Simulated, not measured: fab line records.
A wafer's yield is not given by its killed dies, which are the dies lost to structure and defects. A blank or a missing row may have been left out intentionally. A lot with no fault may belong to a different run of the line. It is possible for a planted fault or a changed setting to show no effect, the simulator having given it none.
Lot-split experiment	flow berkeley-cmos170	23 wafers read across 5 lots, on a route 331 steps long

## ABOUT THE SPLIT
At UCB170_M2_SPUTTER_01 (material Al, target thk 900 nm, time 120 s), the setting power-w was moved away from the recipe's 6000 W on 7 of the 23 wafers read, by +3.6% to +9.9%. All remaining wafers had this setting at the recipe value.

## FROM SPLIT TO READING: 1 step shown by the file between the two
- UCB170_M2_RS_MEAS_02: measures by four-point-probe

## THE READING
M2_AL_THK, in nm, at UCB170_M2_THK_MEAS_03 (measures by xrf). Typical for fault-free wafers on this fab line: 918 nm, with standard deviation 13 nm.

wafer	tool, chamber at the split	power-w as run, W	against the recipe	M2_AL_THK, nm	against lot-mates on the recipe
L078.1	pvd-sputter-02, -	6000	recipe	919	-
L078.2	pvd-sputter-02, -	6436	+7.3%	976	+56
L078.4	pvd-sputter-02, -	6000	recipe	926	-
L078.5	pvd-sputter-02, -	6000	recipe	915	-
L078.6	pvd-sputter-02, -	6436	+7.3%	974	+54
L080.1	pvd-sputter-03, -	6000	recipe	927	-
L080.2	pvd-sputter-03, -	6591	+9.9%	1010	+81
L080.4	pvd-sputter-03, -	6000	recipe	931	-
L080.5	pvd-sputter-03, -	6591	+9.9%	1005	+76
L080.6	pvd-sputter-03, -	6591	+9.9%	1019	+90
L082.1	pvd-sputter-01, -	6000	recipe	940	-
L082.2	pvd-sputter-01, -	6000	recipe	939	-
L082.3	pvd-sputter-01, -	6214	+3.6%	970	+30
L082.4	pvd-sputter-01, -	6000	recipe	940	-
L082.6	pvd-sputter-01, -	6214	+3.6%	967	+27
L085.1	pvd-sputter-03, -	6000	recipe	917	-
L085.3	pvd-sputter-03, -	6000	recipe	920	-
L085.5	pvd-sputter-03, -	6000	recipe	912	-
L083.1	pvd-sputter-01, -	6000	recipe	910	-
L083.2	pvd-sputter-01, -	6000	recipe	905	-
L083.3	pvd-sputter-01, -	6000	recipe	907	-
L083.4	pvd-sputter-01, -	6000	recipe	925	-
L083.5	pvd-sputter-01, -	6000	recipe	914	-

FIT RESULTS
A straight line over all 23 wafers: M2_AL_THK changes by +8.81 nm for each +1% of power-w; r = +0.95; the points scatter about the line by 12 nm.
The same after taking each lot's own level away (the mean of its wafers on the recipe; 23 wafers): +8.16 nm for each +1%; r = +0.99; scatter 4.9 nm.
Per that fit: largest power-w move, reading shift of 80 nm.
The lots' own levels span 912.2 to 939.7 nm, that is 2.1 times the standard deviation above.
Hence the lot-to-lot level has little effect on the slope; both slopes agree.
Check: with one of the wafers moved furthest among these (+9.9%) left out of the fit, the line predicts +80 nm for it against its lot-mates. Against them it came out at +81 nm.

## OTHER SPLITS ON THESE WAFERS
Before the reading, these wafers also passed through other splits. Each is held against what the fit with the lots' levels taken away leaves over:
other split on the same wafers	wafers away from the commonest value	r with M2_AL_THK (lot level and that fit taken away)
UCB170_M1_COAT_04 resist-thk-nm	9	+0.14
UCB170_V1_CVD_00 time-s	7	-0.22

## THE WHOLE CHAIN: every reading that the file lists as answering this split, in the file's order
step	what it does	reading	change (the file's fit)	r (the file's)
UCB170_M2_SPUTTER_01	material Al, target thk 900 nm, time 120 s	Al_of_M2_SPUTTER_01.thk-nm (the simulator's own value, which no gauge read)	+7.77 nm for each +1% of the setting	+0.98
UCB170_M2_RS_MEAS_02	measures by four-point-probe	M2_AL_RS	-0.000264 for each +1% of the setting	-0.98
UCB170_M2_THK_MEAS_03	measures by xrf	M2_AL_THK	+8.08 for each +1% of the setting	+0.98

## THE FILE'S OWN FIT
M2_AL_THK changes by +8.08 nm for each +1% of power-w, r = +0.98.
